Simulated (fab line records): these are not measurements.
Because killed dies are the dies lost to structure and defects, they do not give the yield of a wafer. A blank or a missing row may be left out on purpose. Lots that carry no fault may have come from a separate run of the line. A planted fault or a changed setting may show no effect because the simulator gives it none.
What tool caused it? | flow berkeley cmos170 | Sampling: 14 lots, 42 wafers, 5 of 331 route steps

== WHAT EACH GAUGE READ, for each wafer ==
UCB170_SACOX_THK_MEAS_02.
lot  | measured     | on            | SACOX_OXIDE_THK (nm)
L402 | day 6 00:44  | film metro-02 | 14.0 14.3 14.2
L401 | day 6 00:44  | film metro-01 | 14.3 14.4 14.3
L403 | day 6 09:34  | film metro-02 | 14.4 14.1 14.2
L404 | day 6 19:25  | film metro-04 | 14.0 14.1 14.2
L405 | day 6 19:25  | film metro-01 | 14.0 14.2 14.4
L406 | day 6 19:23  | film metro-02 | 13.6 13.9 14.0
L407 | day 7 09:08  | film metro-01 | 14.0 14.0 13.8
L409 | day 7 15:17  | film metro-01 | 14.5 14.6 14.8
L411 | day 8 10:36  | film metro-02 | 14.5 14.4 14.6
L417 | day 9 12:21  | film metro-04 | 14.2 13.9 14.2
L418 | day 9 12:21  | film metro-02 | 14.2 14.3 14.3
L420 | day 10 02:43 | film metro-04 | 14.3 14.4 14.4
L423 | day 10 16:08 | film metro-01 | 14.3 14.2 14.3
L424 | day 10 16:08 | film metro-04 | 14.0 14.1 14.1

UCB170_NVT_TW_MEAS_09.
lot  | measured     | on            | NVT_TW
L402 | day 6 11:08  | film metro-04 | 529 532 527
L401 | day 6 10:29  | film metro-03 | 527 529 526
L403 | day 6 19:22  | film metro-04 | 529 529 531
L404 | day 7 08:48  | film metro-04 | 527 527 530
L405 | day 7 09:03  | film metro-02 | 515 516 514
L406 | day 7 09:19  | film metro-03 | 525 525 526
L407 | day 7 21:36  | film metro-03 | 525 526 525
L409 | day 8 04:40  | film metro-02 | 573 572 573
L411 | day 9 01:03  | film metro-03 | 586 582 583
L417 | day 10 08:41 | film metro-03 | 527 528 526
L418 | day 10 08:24 | film metro-02 | 516 517 515
L420 | day 10 14:47 | film metro-03 | 528 524 525
L423 | day 11 05:45 | film metro-02 | 515 515 516
L424 | day 11 05:31 | film metro-02 | 516 517 515

UCB170_FIELD_THK_MEAS_91.
lot  | measured     | on            | FIELD_OXIDE_LEFT_2_THK (nm)
L402 | day 6 14:10  | film metro-03 | 361 352 357
L401 | day 6 13:53  | film metro-02 | 340 342 338
L403 | day 6 21:13  | film metro-02 | 341 358 349
L404 | day 7 11:13  | film metro-03 | 343 335 339
L405 | day 7 11:21  | film metro-03 | 333 340 341
L406 | day 7 11:50  | film metro-01 | 373 376 376
L407 | day 7 23:48  | film metro-03 | 341 342 330
L409 | day 8 07:10  | film metro-01 | 334 343 337
L411 | day 9 02:56  | film metro-01 | 355 350 353
L417 | day 10 12:28 | film metro-03 | 352 344 339
L418 | day 10 12:03 | film metro-01 | 353 348 353
L420 | day 10 16:59 | film metro-02 | 348 352 346
L423 | day 11 08:57 | film metro-02 | 352 345 350
L424 | day 11 08:34 | film metro-02 | 354 350 345

== WHAT TOOL EACH LOT RAN ON (gives the tool, then ch and the chambers of the sampled wafers, and finally the start) ==
lot  | UCB170_ACTIVE_STRIP_16              | UCB170_NVT_IMPLANT_07
L402 | plasma asher-01 ch 0,1, day 5 01:04 | implanter-02 ch 0, day 6 10:55
L401 | plasma asher-02 ch 0,1, day 5 01:40 | implanter-04 ch 0, day 6 10:16
L403 | plasma asher-02 ch 0,1, day 5 07:37 | implanter-02 ch 0, day 6 19:09
L404 | plasma asher-02 ch 0,1, day 5 21:13 | implanter-02 ch 0, day 7 08:33
L405 | plasma asher-02 ch 0,1, day 5 21:43 | implanter-04 ch 0, day 7 08:49
L406 | plasma asher-03 ch 0,1, day 5 21:56 | implanter-02 ch 0, day 7 09:04
L407 | plasma asher-03 ch 0, day 6 04:34   | implanter-04 ch 0, day 7 21:21
L409 | plasma asher-02 ch 0,1, day 6 13:16 | implanter-02 ch 0, day 8 04:26
L411 | plasma asher-01 ch 0,1, day 7 07:28 | implanter-02 ch 0, day 9 00:49
L417 | plasma asher-01 ch 0, day 8 09:43   | implanter-03 ch 0, day 10 08:26
L418 | plasma asher-03 ch 0,1, day 8 10:00 | implanter-04 ch 0, day 10 08:09
L420 | plasma asher-01 ch 0,1, day 8 23:14 | implanter-03 ch 0, day 10 14:32
L423 | plasma asher-03 ch 0,1, day 9 18:05 | implanter-02 ch 0, day 11 05:30
L424 | plasma asher-03 ch 0,1, day 9 18:19 | implanter-03 ch 0, day 11 05:16
- UCB170_ACTIVE_STRIP_16: strips in O2.
- UCB170_NVT_IMPLANT_07

== AS READ BY THE TOOLS THEMSELVES (means over the sampled wafers that have a number; for cases with no such wafer, the mark the record gives instead) ==
UCB170_ACTIVE_STRIP_16.
lot  | tool            | drypump motor current A (A) | o2 flow sccm (sccm) | oes product au (a.u.) | strip time to endpoint s (s)
L402 | plasma asher-01 | 5.5                         | 399.9               | 0.722                 | 18.10
L401 | plasma asher-02 | 5.5                         | 399.1               | 0.720                 | 18.20
L403 | plasma asher-02 | 5.5                         | 399.7               | 0.724                 | 18.04
L404 | plasma asher-02 | 5.5                         | 400.6               | 0.721                 | 18.01
L405 | plasma asher-02 | 5.5                         | 399.6               | 0.720                 | 18.01
L406 | plasma asher-03 | 5.6                         | 400.1               | 0.724                 | 18.08
L407 | plasma asher-03 | 5.5                         | 399.1               | 0.722                 | 18.09
L409 | plasma asher-02 | 5.4                         | 400.2               | 0.727                 | 17.98
L411 | plasma asher-01 | 5.4                         | 401.6               | 0.719                 | 18.02
L417 | plasma asher-01 | 5.7                         | 399.8               | 0.722                 | 17.94
L418 | plasma asher-03 | 5.6                         | 399.8               | 0.721                 | 18.18
L420 | plasma asher-01 | 5.3                         | 399.5               | 0.724                 | 18.12
L423 | plasma asher-03 | 5.9                         | 400.7               | 0.722                 | 18.18
L424 | plasma asher-03 | 5.7                         | 400.3               | 0.718                 | 18.05

UCB170_NVT_IMPLANT_07.
lot  | tool         | dose ions cm2 | faraday current uA
L402 | implanter-02 | 3e+12         | 9.67
L401 | implanter-04 | 3e+12         | 9.56
L403 | implanter-02 | 3e+12         | 9.56
L404 | implanter-02 | 3e+12         | 9.67
L405 | implanter-04 | 3e+12         | 9.63
L406 | implanter-02 | 3e+12         | 9.39
L407 | implanter-04 | 3e+12         | 9.52
L409 | implanter-02 | 4e+12         | 13.72
L411 | implanter-02 | 4e+12         | 13.37
L417 | implanter-03 | 3e+12         | 9.60
L418 | implanter-04 | 3e+12         | 9.53
L420 | implanter-03 | 3e+12         | 9.40
L423 | implanter-02 | 3e+12         | 9.43
L424 | implanter-03 | 3e+12         | 9.37

== THE ANSWER, worked out from the rows above alone ==
Rule: the lots themselves supply what counts as usual. Put in order of their means at a reading, lots are off if they are a third of the lots or fewer, leave a main group of 4 or more, and stand apart from it by a gap of 3 or more times the standard deviation of the main group's means; of several such gaps the widest counts. Not used: any main group whose means are identical at the precision the tables above print for the reading. A lot without any number at a reading at which 4 lots or more have one is off too. All remaining lots with rows at the step are treated as sound. After the gauges, taken in route order, come the tools' own readings; for these a lot's mean is taken, as printed above. The first step at which some lot is off is used, and at that step the reading that is off furthest; a lot without a number counts as furthest.
Off: L409, L411, seen at UCB170_NVT_TW_MEAS_09 (NVT_TW). The main group has a mean of 523 with a standard deviation of 5.6.
A tool fits if, at a process step before that reading, it ran every lot that is off, and no sound lot after the first of them. The gauges at UCB170_NVT_TW_MEAS_09 aren't tried: what is off there is off at UCB170_NVT_IMPLANT_07 too, on other tools, and a gauge's error can't cause that. No candidate that was tried fits.

== WHAT WAS PUT IN BY THE SIMULATOR ==
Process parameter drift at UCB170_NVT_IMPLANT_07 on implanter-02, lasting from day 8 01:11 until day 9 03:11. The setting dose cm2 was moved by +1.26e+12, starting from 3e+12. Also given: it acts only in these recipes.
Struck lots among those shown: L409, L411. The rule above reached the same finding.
